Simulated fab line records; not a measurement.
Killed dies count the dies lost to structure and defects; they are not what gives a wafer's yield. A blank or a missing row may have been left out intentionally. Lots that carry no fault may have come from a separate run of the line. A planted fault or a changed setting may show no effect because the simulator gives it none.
Code-filled problem report in 8D (eight disciplines) form	flow rit_cmos	the parts of the form that need people (team, actions taken, sign-off) are left out

== 1. PROBLEM STATEMENT ==
Across 6 wafers from 2 lots, NSD_TW at RIT_NSD_TW_MEAS_10 averages 3287, while fault-free wafers read 3090 with a standard deviation of 23. Measured from the usual mean, that is +8.6 standard deviations.
First seen on wafer L593.3, day 7 00:08, on film_metro-04. The record holds 42 wafers of 14 lots with a number at this step. Rule for "out" (also "out of limits"): further than 4 standard deviations from the usual mean. Any other wafer with a number is counted as sound.

== 2. WHAT IT IS AND WHAT IT IS NOT ==
question	is	is not
which readings at this step	NSD_TW	-
which lots	L593, L594	L575, L576, L577, L578, L581, L582, L583, L584, L585, L586, L587, L595
which wafers of those lots	all that have a number	-
read on which gauges	film_metro-04	film_metro-02, film_metro-03
when	from day 7 00:08	up to then (33 sound wafers); but 3 sound wafers of L595 came after

== 3. THE SUSPECTS, EACH WITH WHAT RULES IT OUT ==
Counting: a tool stays on the suspect list if, at a process step up to the reading, it processed all lots that are out and no sound lot following the first of them.
- the gauge at RIT_NSD_TW_MEAS_10 is ruled out. All the wafers that are out were read on film_metro-04, but those of them that RIT_NSD_IMPLANT_08 has rows for are out there too, on other tools.
- implanter-02 at RIT_NSD_IMPLANT_08: kept. It processed each lot that is out, first L593 at day 6 23:50, and no sound lot thereafter; up to then, the last sound lot it processed was L587 at day 5 18:13. Out on those wafers are its own readings of beam_energy_keV.
After counting, what remains is implanter-02 at RIT_NSD_IMPLANT_08.

== 4. THE CAUSE (what the simulator had put in) ==
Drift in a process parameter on implanter-02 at RIT_NSD_IMPLANT_08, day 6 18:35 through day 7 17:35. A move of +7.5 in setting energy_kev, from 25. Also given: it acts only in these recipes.
This tool alone remained once counting was done.

== 5. THE CHAIN OF EFFECTS, in route order ==
Each row: a reading whose mean over the struck wafers that have a number lies more than 3 standard deviations from the usual. Only readings for which the record gives a usual standard deviation are gone through. hours: the time from each lot's start at the first step in this table that gives one to its start at this step, as a median over the lots. sigmas: the change in usual standard deviations.
hours	step	reading	usual	on struck wafers	change	sigmas
0	RIT_NSD_IMPLANT_08	beam_energy_keV	25.002	32.506	+7.504	+99 or more
0	RIT_NSD_TW_MEAS_10	NSD_TW	3090	3287	+197	+8.6
2	RIT_SDANNEAL_RS_MEAS_05	NSD_RS	84.6 ohm/sq	81.8	-2.8	-9.4
It contains these process steps:
- RIT_NSD_IMPLANT_08

== 6. WHAT WOULD HAVE CAUGHT IT SOONER ==
In this record the first reading out of limits at a measuring or inspecting step was taken at day 7 00:08, 6 hours after the fault began at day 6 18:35.
Tool's own readings at RIT_NSD_IMPLANT_08, beam_energy_keV: out on all struck wafers the step has rows for; an alarm limit on them would have tripped on the first.
L594, from the lots that are out (2), started RIT_NSD_IMPLANT_08 on implanter-02 later than day 7 00:08. Had the tool been put on hold then, it would have been spared.
